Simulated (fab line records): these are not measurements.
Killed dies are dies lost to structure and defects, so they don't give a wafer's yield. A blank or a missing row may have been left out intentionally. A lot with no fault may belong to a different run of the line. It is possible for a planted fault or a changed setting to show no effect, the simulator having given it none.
Comparing a struck lot with a sound one / flow ritCmos / 17 out of 202 route steps
Sound: these wafers, L146.1, L146.4, L146.6. Wafers struck: L161.1, L161.5, L161.6. The cause comes at the end.
Per side, at each step with rows, come the tool, then ch with its chambers, and then its first start. Under that, the readings that differ: sound wafers / struck wafers / difference of the means / sigmas: that difference in standard deviations of wafers without a fault.
alike: a reading whose means differ by less than 2 such deviations, as well as words and numbers matching on both sides. not compared: withheld readings; readings where some wafer has no value; bounds like >300 that might hide an equal value; numbers whose values overlap and for which the record gives no deviation.
The two part at a step that has a row with sigmas, a row that says differs or no value, or rows on one side only. When numbers do not overlap yet have no deviation, they are printed without sigmas and do not part them. A reading missing from all wafers of one side parts the sides only when that side holds two or more wafers.

first, 1 step without rows for these wafers: RIT_PSD_IMPLANT_08.
RIT_PSD_STRIP_09: strips in O2, time 180 s.
  sound on plasmaAsher-01 ch 0,1, day 3 04:07; struck on plasmaAsher-02 ch 0,1, day 6 06:53
  alike: drypumpMotorCurrentA
  not compared: rfHoursCounterH
RIT_PSD_TW_MEAS_10:
  sound on filmMetro-04 at day 3 04:17; struck on filmMetro-04 at day 6 07:04
  alike: PSD_TW
then, 3 steps without rows for these wafers: RIT_SDANNEAL_CLEAN_00 (cleans in SC1, time 600 s); RIT_SDANNEAL_CLEAN_01 (cleans in dHF, time 30 s); RIT_SDANNEAL_CLEAN_02 (cleans in SC2, time 600 s).
RIT_SDANNEAL_RTA_03: time 5 s.
  sound on rtpAnneal-01 ch 0, day 3 04:43; struck on rtpAnneal-02 ch 0, day 6 07:34
  alike: annealTempCMax, wafer_temp_C_max
RIT_SDANNEAL_RS_MEAS_04: a four-point-probe measurement.
  sound on filmMetro-02 at day 3 04:46; struck on filmMetro-04 at day 6 07:37
  alike: PSD_RS
RIT_SDANNEAL_RS_MEAS_05: a four-point-probe measurement.
  sound on filmMetro-02 at day 3 04:53; struck on filmMetro-04 at day 6 07:44
  alike: NSD_RS
RIT_SDANNEAL_RS_MEAS_06: a four-point-probe measurement.
  sound on filmMetro-02 at day 3 05:01; struck on filmMetro-04 at day 6 07:52
  alike: PLDD_RS
RIT_SDANNEAL_RS_MEAS_07: a four-point-probe measurement.
  sound on filmMetro-02 at day 3 05:08; struck on filmMetro-04 at day 6 07:59
  alike: NLDD_RS
then, 1 step without rows for these wafers: RIT_SILICIDE_WET_ETCH_00 (etches SiO2 in BOE, target depth 14 nm, time 15 s).
RIT_SILICIDE_SPUTTER_01: material Ti, target thk 30 nm, time 240 s.
  sound on pvdSputter-01 at day 3 05:16; struck on pvdSputter-04 at day 6 08:07
reading=chamberPressurePa (Pa); sound=0.6697 0.6671 0.6673; struck=0.5843 0.5861 0.5813; difference=-0.0841; sigmas=-65
reading=throttleValvePct (%); sound=28.8 27.5 27.5; struck=33.4 33.6 33.5; difference=+5.6; sigmas=+4
reading=model.Ti_of_SILICIDE_SPUTTER_01.thkNm (nm); sound=29.89 29.72 29.71; struck=30.74 30.9 30.92; difference=+1.08; sigmas=
RIT_SILICIDE_RS_MEAS_02: a four-point-probe measurement.
  sound on filmMetro-02 at day 3 05:25; struck on filmMetro-02 at day 6 08:16
reading=SILICIDE_TI_RS (ohm/sq); sound=48.1 48.4 48.5; struck=36.9 36.7 36.6; difference=-11.6; sigmas=-18
RIT_SILICIDE_THK_MEAS_03: measures by xrf.
  sound on filmMetro-02 at day 3 05:32; struck on filmMetro-02 at day 6 08:23
reading=SILICIDE_TI_THK (nm); sound=29.5 29.4 29.4; struck=30.8 30.8 31.0; difference=+1.4; sigmas=+4
RIT_SILICIDE_RTA_04: time 10 s, ramp up 5 s, ramp down 5 s.
  sound on rtpAnneal-02 ch 0, day 3 05:35; struck on rtpAnneal-01 ch 0, day 6 08:26
  alike: annealTempCMax, wafer_temp_C_max
RIT_M1_PROBE_99:
  sound on prober-02 at day 3 12:20; struck on prober-02 at day 6 15:08
reading=model.etest.contactPplus.endOhmUm; sound=42.91 43.5 42.46; struck=43.81 45.17 45.67; difference=+1.93; sigmas=
reading=model.etest.npolyLine.rsOhmSq; sound=17.01 17.06 17.1; struck=16.79 16.59 16.66; difference=-0.38; sigmas=
reading=model.etest.ppolyLine.rsOhmSq; sound=16.5 16.46 16.54; struck=16.27 16.27 16.17; difference=-0.26; sigmas=
reading=model.etest.npolySal.rsOhmSq; sound=4.361 4.339 4.354; struck=4.254 4.22 4.263; difference=-0.106; sigmas=
reading=model.etest.ppolySal.rsOhmSq; sound=4.296 4.32 4.315; struck=4.273 4.22 4.217; difference=-0.074; sigmas=
reading=model.etest.pplusSal.rsOhmSq; sound=4.301 4.325 4.3; struck=4.243 4.192 4.242; difference=-0.083; sigmas=
reading=model.etest.nplusSal.rsOhmSq; sound=4.295 4.311 4.286; struck=4.261 4.225 4.211; difference=-0.065; sigmas=
reading=model.etest.pplusSal.lineOhmUm; sound=1.248 1.254 1.238; struck=1.232 1.198 1.222; difference=-0.029; sigmas=
  alike: killedAtContacts, killedAtFrontEnd, killedDies, killedOpen, killedShort

== WHERE THEY PART ==
Earliest at RIT_SILICIDE_SPUTTER_01; latest, in this record, at RIT_SILICIDE_THK_MEAS_03. Later steps at which nothing parts them and some readings are alike: RIT_SILICIDE_RTA_04, RIT_M1_PROBE_99.

WHY: what had been put in by the simulator
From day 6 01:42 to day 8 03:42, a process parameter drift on pvdSputter-04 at RIT_SILICIDE_SPUTTER_01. A move of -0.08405 in setting chamberPressurePa, from 0.667.
